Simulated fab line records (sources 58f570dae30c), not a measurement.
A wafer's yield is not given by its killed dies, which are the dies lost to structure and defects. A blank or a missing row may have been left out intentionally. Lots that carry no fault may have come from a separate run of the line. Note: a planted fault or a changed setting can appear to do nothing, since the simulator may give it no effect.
What tool caused it?	flow berkeley-cmos170	at 1 step of a route of 331, 14 lots with 42 wafers sampled

## WHAT THE GAUGES READ, wafer by wafer
No reading from a measuring or inspecting step in the record can be judged against a usual standard deviation.

## WHAT TOOL EACH LOT RAN ON (gives the tool, then ch and the chambers of the sampled wafers, and finally the start)
lot	UCB170_PWELL_EXPOSE_10
L549	krf-scanner-02 ch 0, day 3 06:45
L550	krf-scanner-01 ch 0, day 3 21:35
L552	krf-scanner-02 ch 0, day 4 11:20
L554	krf-scanner-01 ch 0, day 4 16:48
L558	krf-scanner-01 ch 0, day 5 13:29
L563	krf-scanner-02, day 5 21:16
L562	krf-scanner-01, day 6 04:48
L564	krf-scanner-01 ch 0, day 6 09:27
L565	krf-scanner-01 ch 0, day 6 21:11
L567	krf-scanner-01 ch 0, day 6 21:25
L568	krf-scanner-02 ch 0, day 7 05:02
L570	krf-scanner-02 ch 0, day 7 18:46
L571	krf-scanner-01 ch 0, day 8 03:06
L572	krf-scanner-01 ch 0, day 8 03:20
- UCB170_PWELL_EXPOSE_10: exposes mask PWELL, target cd 3000 nm.

## WHAT THE TOOLS THEMSELVES READ (means of the sampled wafers that have a number; where no wafer has one, the mark that the record gives instead)
UCB170_PWELL_EXPOSE_10.
lot	tool	exposure-dose-mJ-cm2	focus-offset-nm (nm)
L549	krf-scanner-02	18.996	0.6
L550	krf-scanner-01	18.995	0.0
L552	krf-scanner-02	18.984	-0.4
L554	krf-scanner-01	19.015	0.0
L558	krf-scanner-01	19.010	0.1
L563	krf-scanner-02	-	-
L562	krf-scanner-01	-	-
L564	krf-scanner-01	19.008	0.3
L565	krf-scanner-01	19.008	-0.6
L567	krf-scanner-01	18.986	-0.3
L568	krf-scanner-02	19.040	0.2
L570	krf-scanner-02	19.012	0.6
L571	krf-scanner-01	19.027	0.2
L572	krf-scanner-01	18.994	0.0

## THE ANSWER, worked out from the rows above alone
Rule: the lots themselves supply what counts as usual. Put in order of their means at a reading, lots are off if they are a third of the lots or fewer, leave a main group of 4 or more, and stand apart from it by a gap of 3 or more times the standard deviation of the main group's means; of several such gaps the widest counts. If all means in a main group match to the digits the tables above print for the reading, that group is not used. Also off: a lot with no number at a reading for which 4 or more lots have one. Where the step has rows for the other lots, those lots are counted as sound. First the gauges in route order, then the tools' own readings, where a lot's mean is used as printed above. At the first step where some lot is off, the reading lying furthest off is the one used; lots without a number count as furthest.
Off: L563, L562 (UCB170_PWELL_EXPOSE_10, exposure-dose-mJ-cm2). Without a number there: L563, L562. The main group: mean 19.006, standard deviation 0.016.
If a tool, at that step or one of the process steps before it, ran each lot that is off and ran no sound lot following the first of them, it fits. Not one of the candidates tried fits.

## WHAT THE SIMULATOR PUT IN
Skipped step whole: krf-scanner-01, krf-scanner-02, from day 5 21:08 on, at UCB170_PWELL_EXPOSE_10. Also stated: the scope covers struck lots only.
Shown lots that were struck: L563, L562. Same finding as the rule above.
